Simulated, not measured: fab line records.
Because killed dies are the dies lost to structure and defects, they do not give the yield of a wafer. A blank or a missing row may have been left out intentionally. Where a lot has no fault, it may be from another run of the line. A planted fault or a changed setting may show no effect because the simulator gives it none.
Split-lot trial || flow ritCmos || on a route of 202 steps: 5 lots, 23 wafers read

## THE SPLIT ITSELF
At RIT_M1_COAT_04 (resist thk 1300 nm), the setting resistThkNm was moved away from the recipe's 1300 nm on 5 of the 23 wafers read, by -4.5% to +3.6%. The other wafers ran this setting at the recipe's value.

## FROM THE SPLIT TO THE READING: what the file shows between them, 2 steps
- RIT_M1_DEVELOP_08: develop time 68 s (also split here: developTimeS)
- RIT_M1_CD_MEAS_09: target cd 2600 nm

## THE READING
NOVOLAK_of_M1_COAT_04.thkNm (the simulator's own value, which no gauge read), in nm, at RIT_M1_HARDBAKE_11 (time 120 s). No usual value for it is given in the file. Here, 18 wafers ran the recipe; their average is 1137 nm with a standard deviation of 2.6 nm.

{"wafer": "L077.1", "tool, chamber at the split": "lithoTrack-04, 0", "resistThkNm as run, nm": 1300, "against the recipe": "recipe", "NOVOLAK_of_M1_COAT_04.thkNm, nm": 1142, "against lot-mates on the recipe": "-"}
{"wafer": "L077.2", "tool, chamber at the split": "lithoTrack-04, 0", "resistThkNm as run, nm": 1300, "against the recipe": "recipe", "NOVOLAK_of_M1_COAT_04.thkNm, nm": 1137, "against lot-mates on the recipe": "-"}
{"wafer": "L077.3", "tool, chamber at the split": "lithoTrack-04, 0", "resistThkNm as run, nm": 1242, "against the recipe": "-4.5%", "NOVOLAK_of_M1_COAT_04.thkNm, nm": 1091, "against lot-mates on the recipe": -48}
{"wafer": "L077.4", "tool, chamber at the split": "lithoTrack-04, 0", "resistThkNm as run, nm": 1242, "against the recipe": "-4.5%", "NOVOLAK_of_M1_COAT_04.thkNm, nm": 1089, "against lot-mates on the recipe": -50}
{"wafer": "L077.5", "tool, chamber at the split": "lithoTrack-04, 0", "resistThkNm as run, nm": 1242, "against the recipe": "-4.5%", "NOVOLAK_of_M1_COAT_04.thkNm, nm": 1087, "against lot-mates on the recipe": -52}
{"wafer": "L079.1", "tool, chamber at the split": "lithoTrack-04, 0", "resistThkNm as run, nm": 1300, "against the recipe": "recipe", "NOVOLAK_of_M1_COAT_04.thkNm, nm": 1139, "against lot-mates on the recipe": "-"}
{"wafer": "L079.4", "tool, chamber at the split": "lithoTrack-04, 0", "resistThkNm as run, nm": 1300, "against the recipe": "recipe", "NOVOLAK_of_M1_COAT_04.thkNm, nm": 1139, "against lot-mates on the recipe": "-"}
{"wafer": "L079.2", "tool, chamber at the split": "lithoTrack-04, 0", "resistThkNm as run, nm": 1300, "against the recipe": "recipe", "NOVOLAK_of_M1_COAT_04.thkNm, nm": 1137, "against lot-mates on the recipe": "-"}
{"wafer": "L079.3", "tool, chamber at the split": "lithoTrack-04, 0", "resistThkNm as run, nm": 1300, "against the recipe": "recipe", "NOVOLAK_of_M1_COAT_04.thkNm, nm": 1133, "against lot-mates on the recipe": "-"}
{"wafer": "L079.5", "tool, chamber at the split": "lithoTrack-04, 0", "resistThkNm as run, nm": 1300, "against the recipe": "recipe", "NOVOLAK_of_M1_COAT_04.thkNm, nm": 1135, "against lot-mates on the recipe": "-"}
{"wafer": "L081.1", "tool, chamber at the split": "lithoTrack-02, 0", "resistThkNm as run, nm": 1300, "against the recipe": "recipe", "NOVOLAK_of_M1_COAT_04.thkNm, nm": 1133, "against lot-mates on the recipe": "-"}
{"wafer": "L081.4", "tool, chamber at the split": "lithoTrack-02, 0", "resistThkNm as run, nm": 1300, "against the recipe": "recipe", "NOVOLAK_of_M1_COAT_04.thkNm, nm": 1133, "against lot-mates on the recipe": "-"}
{"wafer": "L081.3", "tool, chamber at the split": "lithoTrack-02, 0", "resistThkNm as run, nm": 1300, "against the recipe": "recipe", "NOVOLAK_of_M1_COAT_04.thkNm, nm": 1135, "against lot-mates on the recipe": "-"}
{"wafer": "L084.1", "tool, chamber at the split": "lithoTrack-01, 0", "resistThkNm as run, nm": 1300, "against the recipe": "recipe", "NOVOLAK_of_M1_COAT_04.thkNm, nm": 1135, "against lot-mates on the recipe": "-"}
{"wafer": "L084.2", "tool, chamber at the split": "lithoTrack-01, 0", "resistThkNm as run, nm": 1300, "against the recipe": "recipe", "NOVOLAK_of_M1_COAT_04.thkNm, nm": 1138, "against lot-mates on the recipe": "-"}
{"wafer": "L084.4", "tool, chamber at the split": "lithoTrack-01, 0", "resistThkNm as run, nm": 1300, "against the recipe": "recipe", "NOVOLAK_of_M1_COAT_04.thkNm, nm": 1138, "against lot-mates on the recipe": "-"}
{"wafer": "L084.6", "tool, chamber at the split": "lithoTrack-01, 0", "resistThkNm as run, nm": 1300, "against the recipe": "recipe", "NOVOLAK_of_M1_COAT_04.thkNm, nm": 1138, "against lot-mates on the recipe": "-"}
{"wafer": "L084.5", "tool, chamber at the split": "lithoTrack-01, 0", "resistThkNm as run, nm": 1300, "against the recipe": "recipe", "NOVOLAK_of_M1_COAT_04.thkNm, nm": 1139, "against lot-mates on the recipe": "-"}
{"wafer": "L085.2", "tool, chamber at the split": "lithoTrack-02, 0", "resistThkNm as run, nm": 1300, "against the recipe": "recipe", "NOVOLAK_of_M1_COAT_04.thkNm, nm": 1138, "against lot-mates on the recipe": "-"}
{"wafer": "L085.3", "tool, chamber at the split": "lithoTrack-02, 0", "resistThkNm as run, nm": 1300, "against the recipe": "recipe", "NOVOLAK_of_M1_COAT_04.thkNm, nm": 1141, "against lot-mates on the recipe": "-"}
{"wafer": "L085.4", "tool, chamber at the split": "lithoTrack-02, 0", "resistThkNm as run, nm": 1347, "against the recipe": "+3.6%", "NOVOLAK_of_M1_COAT_04.thkNm, nm": 1177, "against lot-mates on the recipe": "+38"}
{"wafer": "L085.5", "tool, chamber at the split": "lithoTrack-02, 0", "resistThkNm as run, nm": 1300, "against the recipe": "recipe", "NOVOLAK_of_M1_COAT_04.thkNm, nm": 1139, "against lot-mates on the recipe": "-"}
{"wafer": "L085.6", "tool, chamber at the split": "lithoTrack-02, 0", "resistThkNm as run, nm": 1347, "against the recipe": "+3.6%", "NOVOLAK_of_M1_COAT_04.thkNm, nm": 1176, "against lot-mates on the recipe": "+37"}

THE FIT
A straight line over all 23 wafers: NOVOLAK_of_M1_COAT_04.thkNm changes by +10.8 nm for each +1% of resistThkNm; r = +0.99; the points scatter about the line by 2.5 nm.
The same after taking each lot's own level away (the mean of its wafers on the recipe; 23 wafers): +11 nm for each +1%; r = +1.00; scatter 2 nm.
That fit puts the effect of the largest move of resistThkNm on the reading at 49 nm.
From 1133.7 to 1139.5 nm: that is the span of the lots' own levels, equal to 2.3 times the standard deviation above.
Consequently the slope shifts little with the lot-to-lot level, the two slopes agreeing.
Check: for one of the wafers moved furthest among these (-4.5%), held out of the fit, the line's prediction against its lot-mates is -49.7 nm. It came out at -48.5 nm against them.

## OTHER SPLITS APPLIED TO THESE WAFERS
Other splits were also applied to these wafers ahead of the reading. Each is held against what the fit with the lots' levels taken away leaves over:
{"other split on the same wafers": "RIT_CONTACT_EXPOSE_05 doseMj", "wafers away from the commonest value": 5, "r with NOVOLAK_of_M1_COAT_04.thkNm (lot level and that fit taken away)": -0.13}
{"other split on the same wafers": "RIT_M1_DEVELOP_08 developTimeS", "wafers away from the commonest value": 8, "r with NOVOLAK_of_M1_COAT_04.thkNm (lot level and that fit taken away)": -0.11}

## THE WHOLE CHAIN: every reading that the file lists as answering this split, in the file's order
{"step": "RIT_M1_COAT_04", "what it does": "resist thk 1300 nm", "reading": "NOVOLAK_of_M1_COAT_04.thkNm (the simulator's own value, which no gauge read)", "change (the file's fit)": "+12.7 nm for each +1% of the setting", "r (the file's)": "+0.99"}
{"step": "RIT_M1_HARDBAKE_11", "what it does": "time 120 s", "reading": "NOVOLAK_of_M1_COAT_04.thkNm (the simulator's own value, which no gauge read)", "change (the file's fit)": "+10.9 nm for each +1% of the setting", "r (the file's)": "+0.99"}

## THE FILE'S OWN FIT
NOVOLAK_of_M1_COAT_04.thkNm changes by +10.9 nm for each +1% of resistThkNm, r = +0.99.
